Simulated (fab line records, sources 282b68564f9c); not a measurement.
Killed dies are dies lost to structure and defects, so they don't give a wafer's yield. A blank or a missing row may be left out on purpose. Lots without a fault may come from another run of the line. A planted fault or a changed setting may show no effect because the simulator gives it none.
Problem report in the 8D (eight disciplines) form, filled by code | flow rit_cmos | the parts of the form that need people (team, actions taken, sign-off) are left out

1. THE PROBLEM
GATE_POLY_THK at RIT_GATE_THK_MEAS_09 reads a mean of 265.3 nm on 3 wafers of 1 lot; wafers without a fault read 251.3 nm with a standard deviation of 2.3. That is +6.1 standard deviations from the usual mean.
First seen on wafer L790.2, day 6 05:44, on film_metro-04. The record holds 39 wafers of 13 lots with a number at this step. Rule for "out", or "out of limits": more than 4 standard deviations from the usual mean. The other wafers with a number count as sound.

2. WHAT IT IS AND WHAT IT IS NOT
question                    | is                     | is not
which readings at this step | GATE_POLY_THK          | -
which lots                  | L790                   | L773, L774, L776, L777, L779, L781, L782, L784, L786, L791, L795, L796
which wafers of those lots  | all that have a number | -
read on which gauges        | film_metro-04          | film_metro-02, film_metro-03
when                        | from day 6 05:44       | up to then (27 sound wafers); but 9 sound wafers of L791, L795, L796 came after

3. SUSPECTS, AND WHAT RULES EACH OUT
Counting: a tool at a process step up to the reading stays a suspect if it ran every lot that is out and no sound lot after the first of them.
- the gauge at RIT_GATE_THK_MEAS_09: kept. All the wafers that are out were read on film_metro-04, and no step on other tools shows them out.
- lpcvd-02 at RIT_GATE_CVD_08 (deposits poly-Si from SiH4, target thk 250 nm, time 2220 s): kept. It ran the lot that is out, L790 (day 6 04:07), and no sound lot after that; its last sound lot up to then is L784 (day 4 20:27).
Left after counting: lpcvd-02 at RIT_GATE_CVD_08, film_metro-04 at RIT_GATE_THK_MEAS_09.

4. THE CAUSE (what the simulator had put in)
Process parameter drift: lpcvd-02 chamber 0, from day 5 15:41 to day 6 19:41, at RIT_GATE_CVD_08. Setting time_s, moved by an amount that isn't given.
Counting left 2 suspects, and this tool is among them.

5. THE CHAIN OF EFFECTS, in route order
Each row: a reading whose mean over the struck wafers that have a number lies more than 3 standard deviations from the usual. Only readings for which the record gives a usual standard deviation are gone through. hours: the time from each lot's start at the first step in this table that gives one to its start at this step, as a median over the lots. sigmas: the change in usual standard deviations.
hours | step                 | reading       | usual    | on struck wafers | change | sigmas
0     | RIT_GATE_THK_MEAS_09 | GATE_POLY_THK | 251.3 nm | 265.3            | +14.0  | +6.1

6. WHAT WOULD HAVE CAUGHT IT SOONER
In this record the first reading out of limits at a measuring or inspecting step was taken at day 6 05:44, 14 hours after the fault began at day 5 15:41.
Of the tool readings at RIT_GATE_CVD_08 for which the record gives a usual standard deviation, none was out on any struck wafer, so an alarm limit of 4 standard deviations on them would not have fired.
All the lots that are out (1) had begun RIT_GATE_CVD_08 on lpcvd-02 by day 6 05:44. A hold on the tool at that time would have spared none of them.
